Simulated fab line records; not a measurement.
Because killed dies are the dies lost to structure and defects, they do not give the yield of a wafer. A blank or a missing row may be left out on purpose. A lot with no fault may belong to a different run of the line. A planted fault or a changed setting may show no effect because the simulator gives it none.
fab line records -- flow berkeley_cmos170 -- part 1 of 2: steps 1 to 30 of 44
record lots=5, wafers=15, last_day=12
route steps=331 shown ACTIVE@73 PFIELD@79 FIELD@89 SACOX@97 SCREENOX@100 NVT@104 PVT@115
lots that met no fault: taken from a fault-free run of the same line
start_h: hours from the record's opening day to when the first of the lot's shown wafers began -- wait_h: how many hours have passed since the lot's step before this one -- " identical to the entry in the row above -- L1.1+2: a row that stands for several wafers -- - no value, or no start was given -- * or withheld: withheld -- < > ~ a bound
route shown NAME@n: names a module that has steps shown in the file, with the first one's number in the route -- usual: mean/standard deviation taken from wafers without a fault -- same: alike in all rows -- chamber/n: place in a boat -- sites: readings site by site -- _std_site: how widely they spread, as a standard deviation -- _edge_site: outer sites' mean less inner sites' -- radius_mm: for every site, how far away it sits from the centre of the wafer -- mask NAME#n: copy n -- behind: the most recent tool/chamber to have shaped the wafer -- hold: why the lot went on hold/how many hours it stayed there/how the hold came to an end -- device: transistor that didn't switch, given as n, p or np -- end of line: tests run on the same wafers once the route is complete -- where a step has no rows: the recipe by itself -- killed: dies that structure and defects cost at the first sort, which is not the same as the wafer's yield -- map: a wafer's dies, marking killed ones x, the rest . and places with no die _
set.NAME: setting as actually run; set.NAME@STEP: the setting as run at that earlier step -- model.NAME: the simulator's own value behind a step, which no gauge read
lots at selected steps of the route; one table per step, one row per wafer
services: the hour from which a tool's chamber was out of use, counted from the record's first day as start_h (under 0 if before that day), plus the number of hours and why
## steps
# step UCB170_ACTIVE_CD_MEAS_13
# recipe target_cd_nm=1200
# usual cd_nm=1200.2/1.1
lot.wafer,tool,chamber,start_h,wait_h,cd_nm
L077.1,cd_sem-01,-,88.98,-,1199.7
L077.3,cd_sem-01,-,88.98,-,1199.9
L077.6,cd_sem-01,-,88.98,-,1199.5
L080.4,cd_sem-01,-,104.88,-,1199.4
L080.5,cd_sem-01,-,104.88,-,1199.7
L080.6,cd_sem-01,-,104.88,-,1199.7
L084.3,cd_sem-02,-,126.49,-,1199.9
L084.4,cd_sem-02,-,126.49,-,1199.8
L084.5,cd_sem-02,-,126.49,-,1201.6
L090.1,cd_sem-02,-,149.28,-,1199.7
L090.2,cd_sem-02,-,149.28,-,1199.9
L090.5,cd_sem-02,-,149.28,-,1200.6
L097.3,cd_sem-01,-,189.72,-,1199.6
L097.4,cd_sem-01,-,189.72,-,1200.9
L097.6,cd_sem-01,-,189.72,-,1201.5
# step UCB170_ACTIVE_OVL_MEAS_14
# usual ACTIVE_OVL=1/4.7
lot.wafer,tool,chamber,start_h,wait_h,ACTIVE_OVL[nm]
L077.1,overlay-02,-,89.10,0.1,-8
L077.3,overlay-02,-,89.10,0.1,-14
L077.6,overlay-02,-,89.10,0.1,-6
L080.4,overlay-01,-,104.96,0.1,2
L080.5,overlay-01,-,104.96,0.1,4
L080.6,overlay-01,-,104.96,0.1,6
L084.3,overlay-01,-,126.59,0.1,2
L084.4,overlay-01,-,126.59,0.1,1
L084.5,overlay-01,-,126.59,0.1,1
L090.1,overlay-02,-,149.40,0.1,-7
L090.2,overlay-02,-,149.40,0.1,2
L090.5,overlay-02,-,149.40,0.1,1
L097.3,overlay-02,-,189.81,0.1,2
L097.4,overlay-02,-,189.81,0.1,2
L097.6,overlay-02,-,189.81,0.1,5
# step UCB170_ACTIVE_ETCH_15
# recipe chemistry=CH3F/Ar/O2, target=Si3N4, stop_on=SiO2, CH3F_flow_sccm=20, Ar_flow_sccm=50, O2_flow_sccm=7, pressure_mtorr=50, rf_w=450, target_depth_a=2420, over_etch_frac=0.1, time_s=151
# usual drypump_motor_current_A=5.7/0.45, oes_product_au=0.942/0.014, rf_fwd_power_W=447.9/1.4, throttle_valve_pct=8.10/0.11
lot.wafer,tool,chamber,start_h,wait_h,drypump_motor_current_A,oes_product_au,rf_fwd_power_W,rf_hours_counter_h,throttle_valve_pct
L077.1,rie_diel-01,1,89.14,0.0,5.8,0.955,449.1,154,8.16
L077.3,rie_diel-01,3,89.14,0.0,5.5,0.923,448.7,159,8.31
L077.6,rie_diel-01,1,89.14,0.0,5.9,0.957,448.5,-,8.16
L080.4,rie_diel-04,3,104.97,0.0,5.8,0.965,445.4,112,7.97
L080.5,rie_diel-04,3,104.97,0.0,5.7,0.958,448.1,-,7.96
L080.6,rie_diel-04,2,104.97,0.0,5.4,0.938,448.9,-,8.20
L084.3,rie_diel-01,0,126.61,0.0,5.0,0.928,445.6,16,8.13
L084.4,rie_diel-01,1,126.61,0.0,5.8,0.941,447.4,-,8.15
L084.5,rie_diel-01,2,126.61,0.0,6.5,0.940,447.2,-,8.17
L090.1,rie_diel-04,0,149.44,0.0,5.7,0.960,446.4,36,8.28
L090.2,rie_diel-04,2,149.44,0.0,5.4,0.929,447.2,122,8.19
L090.5,rie_diel-04,3,149.44,0.0,5.7,0.950,446.4,-,7.96
L097.3,rie_diel-03,1,189.84,0.0,5.6,0.941,446.3,23,8.15
L097.4,rie_diel-03,1,189.84,0.0,5.6,0.948,446.9,-,8.14
L097.6,rie_diel-03,3,189.84,0.0,5.0,0.928,446.6,-,7.94
# step UCB170_ACTIVE_STRIP_16
# recipe chemistry=O2, power_w=400, pressure_mtorr=3500, platen_temp_c=withheld, o2_flow_sccm=400, overash_fraction=0.5
# usual drypump_motor_current_A=5.80/0.21, oes_product_au=0.721/0.0047, strip_time_to_endpoint_s=18.21/0.12
lot.wafer,tool,chamber,start_h,wait_h,drypump_motor_current_A,oes_product_au,rf_hours_counter_h,strip_time_to_endpoint_s
L077.1,plasma_asher-02,1,89.24,0.1,6.08,0.727,35,18.10
L077.3,plasma_asher-02,1,89.24,0.1,6.07,0.720,-,18.07
L077.6,plasma_asher-02,1,89.24,0.1,6.07,0.708,-,18.05
L080.4,plasma_asher-02,0,105.11,0.1,5.94,0.720,-,18.24
L080.5,plasma_asher-02,1,105.11,0.1,6.07,0.727,-,18.19
L080.6,plasma_asher-02,0,105.11,0.1,5.94,0.726,-,18.21
L084.3,plasma_asher-03,1,126.74,0.1,5.73,0.722,-,18.13
L084.4,plasma_asher-03,0,126.74,0.1,6.01,0.723,-,18.07
L084.5,plasma_asher-03,1,126.74,0.1,5.74,0.725,-,18.22
L090.1,plasma_asher-02,1,149.54,0.1,6.08,0.714,4,18.02
L090.2,plasma_asher-02,0,149.54,0.1,5.91,0.721,4,18.11
L090.5,plasma_asher-02,0,149.54,0.1,5.91,0.724,-,18.20
L097.3,plasma_asher-02,0,189.97,0.1,5.89,0.719,-,18.05
L097.4,plasma_asher-02,1,189.97,0.1,6.10,0.717,-,18.05
L097.6,plasma_asher-02,0,189.97,0.1,5.90,0.724,-,18.23
# step UCB170_ACTIVE_CD_MEAS_90
# recipe target_cd_nm=1200
# usual cd_nm=1200.3/1.1
lot.wafer,tool,chamber,start_h,wait_h,cd_nm
L077.1,cd_sem-02,-,89.34,0.1,1200.1
L077.3,cd_sem-02,-,89.34,0.1,1199.4
L077.6,cd_sem-02,-,89.34,0.1,1200.2
L080.4,cd_sem-01,-,105.23,0.1,1200.4
L080.5,cd_sem-01,-,105.23,0.1,1199.8
L080.6,cd_sem-01,-,105.23,0.1,1200.3
L084.3,cd_sem-02,-,126.89,0.1,1200.4
L084.4,cd_sem-02,-,126.89,0.1,1200.0
L084.5,cd_sem-02,-,126.89,0.1,1201.1
L090.1,cd_sem-02,-,149.76,0.2,1199.6
L090.2,cd_sem-02,-,149.76,0.2,1199.9
L090.5,cd_sem-02,-,149.76,0.2,1201.3
L097.3,cd_sem-01,-,190.44,0.4,1200.0
L097.4,cd_sem-01,-,190.44,0.4,1201.6
L097.6,cd_sem-01,-,190.44,0.4,1201.8
# step UCB170_ACTIVE_CLEAN_17
# recipe chemistry=SPM, temp_c=120, time_s=600
lot.wafer,tool,chamber,start_h,wait_h
L077.1+3+6,wet_bench-04,3,90.99,1.6
L080.4+5+6,wet_bench-04,0,107.72,2.5
L084.3+4+5,wet_bench-03,1,127.94,1.0
L090.1+2+5,wet_bench-03,1,149.93,0.1
L097.3+4+6,wet_bench-03,1,190.52,0.1
# step UCB170_PFIELD_HMDS_00
# recipe prime_time_s=60, prime_temp_c=100
lot.wafer,tool,chamber,start_h,wait_h
L077.1+3+6,litho_track-01,0,91.35,0.2
L080.4+5+6,litho_track-02,0,108.58,0.7
L084.3+4+5,litho_track-02,0,128.28,0.1
L090.1+2+5,litho_track-04,0,150.73,0.6
L097.3+4+6,litho_track-04,0,190.76,0.1
# step UCB170_PFIELD_COAT_01
# recipe resist=KrF, spin_rpm=1500, resist_thk_nm=900
lot.wafer,tool,chamber,start_h,wait_h
L077.1+3+6,litho_track-01,0,91.50,0.1
L080.4+5+6,litho_track-02,0,108.73,0.1
L084.3+4+5,litho_track-02,0,128.43,0.1
L090.1+2+5,litho_track-04,0,150.88,0.1
L097.3+4+6,litho_track-04,0,190.91,0.1
# step UCB170_PFIELD_SOFTBAKE_02
# recipe resist=KrF, temp_c=130, time_s=60
# usual plate_temp_C=130.00/0.14
lot.wafer,tool,chamber,start_h,wait_h,plate_temp_C
L077.1,litho_track-01,0,91.65,0.1,130.10
L077.3,litho_track-01,0,91.65,0.1,130.04
L077.6,litho_track-01,0,91.65,0.1,130.02
L080.4,litho_track-02,0,108.88,0.1,129.84
L080.5,litho_track-02,0,108.88,0.1,130.09
L080.6,litho_track-02,0,108.88,0.1,129.76
L084.3,litho_track-02,0,128.58,0.1,130.12
L084.4,litho_track-02,0,128.58,0.1,130.14
L084.5,litho_track-02,0,128.58,0.1,129.94
L090.1,litho_track-04,0,151.03,0.1,130.06
L090.2,litho_track-04,0,151.03,0.1,130.15
L090.5,litho_track-04,0,151.03,0.1,130.23
L097.3,litho_track-04,0,191.06,0.1,129.97
L097.4,litho_track-04,0,191.06,0.1,129.81
L097.6,litho_track-04,0,191.06,0.1,129.87
# step UCB170_PFIELD_EXPOSE_03
# recipe mask_id=PFIELD, na=0.5, sigma_outer=0.6, source_shape=conventional, target_cd_nm=1500, dose_mj=30
lot.wafer,tool,chamber,start_h,wait_h,mask
L077.1+3+6,krf_scanner-02,0,91.84,0.2,PFIELD#0
L080.4+5+6,krf_scanner-02,0,109.17,0.3,PFIELD#0
L084.3+4+5,krf_scanner-02,0,128.84,0.2,PFIELD#0
L090.1+2+5,krf_scanner-02,0,151.29,0.2,PFIELD#0
L097.3+4+6,krf_scanner-01,0,191.32,0.2,PFIELD#0
# step UCB170_PFIELD_PEB_04
# recipe peb_temp_c=130, peb_time_s=withheld, resist=KrF
# usual plate_temp_C=129.98/0.14
lot.wafer,tool,chamber,start_h,wait_h,plate_temp_C
L077.1,litho_track-01,0,91.95,0.1,129.99
L077.3,litho_track-01,0,91.95,0.1,129.82
L077.6,litho_track-01,0,91.95,0.1,129.89
L080.4,litho_track-01,0,109.97,0.8,130.00
L080.5,litho_track-01,0,109.97,0.8,129.94
L080.6,litho_track-01,0,109.97,0.8,130.07
L084.3,litho_track-02,0,129.18,0.3,130.11
L084.4,litho_track-02,0,129.18,0.3,129.99
L084.5,litho_track-02,0,129.18,0.3,129.90
L090.1,litho_track-02,0,152.35,1.0,129.89
L090.2,litho_track-02,0,152.35,1.0,130.21
L090.5,litho_track-02,0,152.35,1.0,129.90
L097.3,litho_track-04,0,191.45,0.1,129.95
L097.4,litho_track-04,0,191.45,0.1,130.04
L097.6,litho_track-04,0,191.45,0.1,129.78
# step UCB170_PFIELD_DEVELOP_05
# recipe developer=TMAH, develop_time_s=45, resist=KrF, dev_temp_c=21
lot.wafer,tool,chamber,start_h,wait_h
L077.1+3+6,litho_track-01,0,-,-
L080.4+5+6,litho_track-01,0,-,-
L084.3+4+5,litho_track-02,0,-,-
L090.1+2+5,litho_track-02,0,-,-
L097.3+4+6,litho_track-04,0,-,-
# step UCB170_PFIELD_OVL_MEAS_06
# usual PFIELD_OVL=0/5.4
lot.wafer,tool,chamber,start_h,wait_h,PFIELD_OVL[nm]
L077.1,overlay-02,-,92.23,-,-2
L077.3,overlay-02,-,92.23,-,-5
L077.6,overlay-02,-,92.23,-,-8
L080.4,overlay-02,-,110.19,-,-1
L080.5,overlay-02,-,110.19,-,-5
L080.6,overlay-02,-,110.19,-,0
L084.3,overlay-01,-,129.41,-,4
L084.4,overlay-01,-,129.41,-,6
L084.5,overlay-01,-,129.41,-,-3
L090.1,overlay-01,-,152.62,-,7
L090.2,overlay-01,-,152.62,-,12
L090.5,overlay-01,-,152.62,-,9
L097.3,overlay-01,-,191.69,-,-12
L097.4,overlay-01,-,191.69,-,-9
L097.6,overlay-01,-,191.69,-,-12
# step UCB170_PFIELD_IMPLANT_07
# recipe species=B, dose_cm2=2e+13, energy_kev=80, tilt_deg=7
lot.wafer,tool,chamber,start_h,wait_h
L077.1+3+6,implanter-03,0,92.26,0.0
L080.4+5+6,implanter-03,0,110.28,0.1
L084.3+4+5,implanter-03,0,129.49,0.1
L090.1+2+5,implanter-01,0,152.66,0.0
L097.3+4+6,implanter-02,0,191.76,0.1
# step UCB170_PFIELD_STRIP_08
# recipe chemistry=O2, power_w=400, pressure_mtorr=3500, platen_temp_c=withheld, o2_flow_sccm=400, overash_fraction=0.5
# usual drypump_motor_current_A=5.89/0.24, oes_product_au=0.735/0.005, strip_time_to_endpoint_s=21.70/0.06
lot.wafer,tool,chamber,start_h,wait_h,drypump_motor_current_A,oes_product_au,rf_hours_counter_h,strip_time_to_endpoint_s
L077.1,plasma_asher-04,1,92.41,0.1,6.18,0.731,41,21.69
L077.3,plasma_asher-04,1,92.41,0.1,6.21,0.737,-,21.73
L077.6,plasma_asher-04,1,92.41,0.1,6.19,0.734,-,21.70
L080.4,plasma_asher-01,0,110.39,0.1,5.52,0.736,-,21.79
L080.5,plasma_asher-01,1,110.39,0.1,5.58,0.738,-,21.69
L080.6,plasma_asher-01,0,110.39,0.1,5.53,0.734,-,21.78
L084.3,plasma_asher-04,0,129.62,0.1,5.80,0.739,-,21.70
L084.4,plasma_asher-04,1,129.62,0.1,6.25,0.740,-,21.71
L084.5,plasma_asher-04,1,129.62,0.1,6.21,0.737,-,21.72
L090.1,plasma_asher-01,0,152.81,0.1,5.54,0.724,38,21.74
L090.2,plasma_asher-01,1,152.81,0.1,5.59,0.740,38,21.75
L090.5,plasma_asher-01,0,152.81,0.1,5.54,0.735,-,21.73
L097.3,plasma_asher-02,1,191.90,0.1,6.09,0.737,-,21.71
L097.4,plasma_asher-02,0,191.90,0.1,5.89,0.726,-,21.68
L097.6,plasma_asher-02,0,191.90,0.1,5.93,0.742,-,21.66
# step UCB170_PFIELD_TW_MEAS_09
# usual PFIELD_TW=599.3/2.4
lot.wafer,tool,chamber,start_h,wait_h,PFIELD_TW
L077.1,film_metro-01,-,92.51,0.1,600.3
L077.3,film_metro-01,-,92.51,0.1,602.2
L077.6,film_metro-01,-,92.51,0.1,600.8
L080.4,film_metro-04,-,110.49,0.1,596.9
L080.5,film_metro-04,-,110.49,0.1,596.8
L080.6,film_metro-04,-,110.49,0.1,598.8
L084.3,film_metro-02,-,129.71,0.1,602.1
L084.4,film_metro-02,-,129.71,0.1,599.2
L084.5,film_metro-02,-,129.71,0.1,597.7
L090.1,film_metro-02,-,152.91,0.1,599.7
L090.2,film_metro-02,-,152.91,0.1,600.1
L090.5,film_metro-02,-,152.91,0.1,604.0
L097.3,film_metro-01,-,191.98,0.1,599.0
L097.4,film_metro-01,-,191.98,0.1,599.1
L097.6,film_metro-01,-,191.98,0.1,601.6
# step UCB170_FIELD_CLEAN_00
# recipe chemistry=dHF, dilution=25:1, time_s=7.5
lot.wafer,tool,chamber,start_h,wait_h
L077.1+3+6,wet_bench-01,3,92.57,0.1
L080.4+5+6,wet_bench-01,3,110.55,0.1
L084.3+4+5,wet_bench-01,3,129.75,0.0
L090.1+2+5,wet_bench-01,0,152.97,0.1
L097.3+4+6,wet_bench-01,3,193.71,1.7
# step UCB170_FIELD_OXIDATION_01
# recipe temp_c=1000, ambient=H2O, p_h2o_torr=584.62, target_thk_a=5583, ox_time_s=7200
# usual spike_tc_source_C=1025/4.6
lot.wafer,tool,chamber,start_h,wait_h,spike_tc_source_C
L077.1,furnace-02,0,94.32,1.7,1022
L077.3,furnace-02,0,94.32,1.7,1023
L077.6,furnace-02,0,94.32,1.7,1024
L080.4,furnace-01,0,111.89,1.3,1029
L080.5,furnace-01,0,111.89,1.3,1032
L080.6,furnace-01,0,111.89,1.3,1031
L084.3,furnace-01,0,132.98,3.2,1030
L084.4,furnace-01,0,132.98,3.2,1032
L084.5,furnace-01,0,132.98,3.2,1029
L090.1,furnace-01,0,153.87,0.9,1030
L090.2,furnace-01,0,153.87,0.9,1030
L090.5,furnace-01,0,153.87,0.9,1030
L097.3,furnace-04,0,194.43,0.7,1021
L097.4,furnace-04,0,194.43,0.7,1019
L097.6,furnace-04,0,194.43,0.7,1021
# step UCB170_FIELD_THK_MEAS_02
# recipe reads=SiO2_of_FIELD_OXIDATION_01
# usual FIELD_OXIDE_THK=560/9.2
lot.wafer,tool,chamber,start_h,wait_h,FIELD_OXIDE_THK[nm]
L077.1,film_metro-03,-,97.32,0.0,567
L077.3,film_metro-03,-,97.32,0.0,574
L077.6,film_metro-03,-,97.32,0.0,563
L080.4,film_metro-04,-,114.92,0.0,560
L080.5,film_metro-04,-,114.92,0.0,569
L080.6,film_metro-04,-,114.92,0.0,564
L084.3,film_metro-03,-,136.00,0.0,569
L084.4,film_metro-03,-,136.00,0.0,567
L084.5,film_metro-03,-,136.00,0.0,570
L090.1,film_metro-03,-,156.87,0.0,550
L090.2,film_metro-03,-,156.87,0.0,556
L090.5,film_metro-03,-,156.87,0.0,543
L097.3,film_metro-04,-,197.45,0.0,551
L097.4,film_metro-04,-,197.45,0.0,546
L097.6,film_metro-04,-,197.45,0.0,546
# step UCB170_FIELD_ANNEAL_03
# recipe temp_c=1000, time_s=1200, ambient=N2
# usual spike_tc_source_C=1027/4.4
lot.wafer,tool,chamber,start_h,wait_h,spike_tc_source_C
L077.1,furnace-01,0,99.76,2.4,1030
L077.3,furnace-01,0,99.76,2.4,1032
L077.6,furnace-01,0,99.76,2.4,1032
L080.4,furnace-01,0,117.74,2.8,1030
L080.5,furnace-01,0,117.74,2.8,1030
L080.6,furnace-01,0,117.74,2.8,1030
L084.3,furnace-02,0,137.48,1.5,1023
L084.4,furnace-02,0,137.48,1.5,1022
L084.5,furnace-02,0,137.48,1.5,1022
L090.1,furnace-02,0,158.85,2.0,1024
L090.2,furnace-02,0,158.85,2.0,1023
L090.5,furnace-02,0,158.85,2.0,1022
L097.3,furnace-01,0,200.11,2.6,1030
L097.4,furnace-01,0,200.11,2.6,1031
L097.6,furnace-01,0,200.11,2.6,1032
# step UCB170_FIELD_WET_ETCH_04
# recipe chemistry=dHF, dilution=10:1, target=SiO2, temp_c=25, time_s=60
lot.wafer,tool,chamber,start_h,wait_h
L077.1+3+6,wet_bench-02,2,101.10,0.0
L080.4+5+6,wet_bench-01,1,119.07,0.0
L084.3+4+5,wet_bench-02,1,138.82,0.0
L090.1+2+5,wet_bench-04,1,160.18,0.0
L097.3+4+6,wet_bench-04,2,201.51,0.1
# step UCB170_FIELD_WET_ETCH_05
# recipe chemistry=H3PO4, target=Si3N4, temp_c=160, time_s=12600
lot.wafer,tool,chamber,start_h,wait_h
L077.1+3+6,wet_bench-01,1,101.12,0.0
L080.4+5+6,wet_bench-01,2,119.10,0.0
L084.3+4+5,wet_bench-02,3,138.84,0.0
L090.1+2+5,wet_bench-04,2,160.21,0.0
L097.3+4+6,wet_bench-04,1,201.53,0.0
# step UCB170_FIELD_WET_ETCH_06
# recipe chemistry=BOE, dilution=5:1, target=SiO2, temp_c=25, time_s=22
lot.wafer,tool,chamber,start_h,wait_h
L077.1+3+6,wet_bench-01,3,104.63,0.0
L080.4+5+6,wet_bench-01,3,123.28,0.0
L084.3+4+5,wet_bench-01,2,142.35,0.0
L090.1+2+5,wet_bench-01,0,164.39,0.0
L097.3+4+6,wet_bench-04,2,205.07,0.0
# step UCB170_FIELD_THK_MEAS_90
# recipe reads=SiO2_of_FIELD_OXIDATION_01
# usual FIELD_OXIDE_LEFT_1_THK=443/9.1
lot.wafer,tool,chamber,start_h,wait_h,FIELD_OXIDE_LEFT_1_THK[nm]
L077.1,film_metro-04,-,104.65,0.0,449
L077.3,film_metro-04,-,104.65,0.0,457
L077.6,film_metro-04,-,104.65,0.0,445
L080.4,film_metro-03,-,123.32,0.0,445
L080.5,film_metro-03,-,123.32,0.0,453
L080.6,film_metro-03,-,123.32,0.0,449
L084.3,film_metro-04,-,142.39,0.0,452
L084.4,film_metro-04,-,142.39,0.0,450
L084.5,film_metro-04,-,142.39,0.0,454
L090.1,film_metro-01,-,164.40,0.0,433
L090.2,film_metro-01,-,164.40,0.0,439
L090.5,film_metro-01,-,164.40,0.0,425
L097.3,film_metro-03,-,205.14,0.1,434
L097.4,film_metro-03,-,205.14,0.1,429
L097.6,film_metro-03,-,205.14,0.1,430
# step UCB170_SACOX_CLEAN_00
# recipe chemistry=dHF, dilution=25:1, time_s=7.5
lot.wafer,tool,chamber,start_h,wait_h
L077.1+3+6,wet_bench-01,0,104.86,0.2
L080.4+5+6,wet_bench-01,1,123.35,0.0
L084.3+4+5,wet_bench-01,2,142.43,0.0
L090.1+2+5,wet_bench-01,0,164.46,0.1
L097.3+4+6,wet_bench-01,2,205.18,0.0
# step UCB170_SACOX_OXIDATION_01
# recipe temp_c=900, ambient=O2, target_thk_a=144, ox_time_s=2400
# usual spike_tc_source_C=923/3.3
lot.wafer,tool,chamber,start_h,wait_h,spike_tc_source_C
L077.1,furnace-03,0,106.01,1.1,923
L077.3,furnace-03,0,106.01,1.1,922
L077.6,furnace-03,0,106.01,1.1,922
L080.4,furnace-03,0,124.39,1.0,920
L080.5,furnace-03,0,124.39,1.0,922
L080.6,furnace-03,0,124.39,1.0,921
L084.3,furnace-01,0,144.18,1.7,928
L084.4,furnace-01,0,144.18,1.7,930
L084.5,furnace-01,0,144.18,1.7,930
L090.1,furnace-02,0,164.53,0.1,921
L090.2,furnace-02,0,164.53,0.1,921
L090.5,furnace-02,0,164.53,0.1,921
L097.3,furnace-02,0,209.02,3.8,921
L097.4,furnace-02,0,209.02,3.8,923
L097.6,furnace-02,0,209.02,3.8,922
# step UCB170_SACOX_THK_MEAS_02
# recipe reads=SiO2_of_SACOX_OXIDATION_01
# usual SACOX_OXIDE_THK=14.53/0.21
lot.wafer,tool,chamber,start_h,wait_h,SACOX_OXIDE_THK[nm]
L077.1,film_metro-03,-,107.68,0.0,14.78
L077.3,film_metro-03,-,107.68,0.0,14.37
L077.6,film_metro-03,-,107.68,0.0,14.54
L080.4,film_metro-03,-,126.08,0.0,14.28
L080.5,film_metro-03,-,126.08,0.0,14.57
L080.6,film_metro-03,-,126.08,0.0,14.19
L084.3,film_metro-04,-,145.87,0.0,14.68
L084.4,film_metro-04,-,145.87,0.0,14.48
L084.5,film_metro-04,-,145.87,0.0,14.32
L090.1,film_metro-02,-,166.20,0.0,14.72
L090.2,film_metro-02,-,166.20,0.0,14.60
L090.5,film_metro-02,-,166.20,0.0,14.57
L097.3,film_metro-02,-,210.70,0.0,14.47
L097.4,film_metro-02,-,210.70,0.0,14.39
L097.6,film_metro-02,-,210.70,0.0,14.34
# step UCB170_SCREENOX_WET_ETCH_00
# recipe chemistry=dHF, dilution=25:1, target=SiO2, temp_c=25, time_s=200
lot.wafer,tool,chamber,start_h,wait_h
L077.1+3+6,wet_bench-04,1,108.27,0.6
L080.4+5+6,wet_bench-01,0,126.11,0.0
L084.3+4+5,wet_bench-01,2,145.91,0.0
L090.1+2+5,wet_bench-01,3,166.61,0.4
L097.3+4+6,wet_bench-01,0,210.74,0.0
# step UCB170_SCREENOX_OXIDATION_01
# recipe temp_c=900, ambient=O2, target_thk_a=144, ox_time_s=2400
# usual spike_tc_source_C=921.1/1.2
lot.wafer,tool,chamber,start_h,wait_h,spike_tc_source_C
L077.1,furnace-04,0,108.48,0.1,919.7
L077.3,furnace-04,0,108.48,0.1,918.7
L077.6,furnace-04,0,108.48,0.1,919.7
L080.4,furnace-03,0,127.55,1.4,921.7
L080.5,furnace-03,0,127.55,1.4,921.3
L080.6,furnace-03,0,127.55,1.4,920.6
L084.3,furnace-03,0,145.98,0.0,920.3
L084.4,furnace-03,0,145.98,0.0,921.7
L084.5,furnace-03,0,145.98,0.0,919.5
L090.1,furnace-02,0,167.45,0.8,924.1
L090.2,furnace-02,0,167.45,0.8,921.9
L090.5,furnace-02,0,167.45,0.8,921.3
L097.3,furnace-02,0,215.02,4.2,921.0
L097.4,furnace-02,0,215.02,4.2,921.9
L097.6,furnace-02,0,215.02,4.2,922.3
# step UCB170_SCREENOX_THK_MEAS_02
# recipe reads=SiO2_of_SCREENOX_OXIDATION_01
# usual SCREENOX_OXIDE_THK=14.53/0.26
lot.wafer,tool,chamber,start_h,wait_h,SCREENOX_OXIDE_THK[nm]
L077.1,film_metro-01,-,110.14,0.0,14.78
L077.3,film_metro-01,-,110.14,0.0,14.68
L077.6,film_metro-01,-,110.14,0.0,14.67
L080.4,film_metro-03,-,129.25,0.0,14.06
L080.5,film_metro-03,-,129.25,0.0,14.29
L080.6,film_metro-03,-,129.25,0.0,14.13
L084.3,film_metro-01,-,147.67,0.0,14.83
L084.4,film_metro-01,-,147.67,0.0,14.65
L084.5,film_metro-01,-,147.67,0.0,14.61
L090.1,film_metro-01,-,169.12,0.0,14.27
L090.2,film_metro-01,-,169.12,0.0,14.67
L090.5,film_metro-01,-,169.12,0.0,14.58
L097.3,film_metro-03,-,216.70,0.0,14.77
L097.4,film_metro-03,-,216.70,0.0,15.20
L097.6,film_metro-03,-,216.70,0.0,14.85
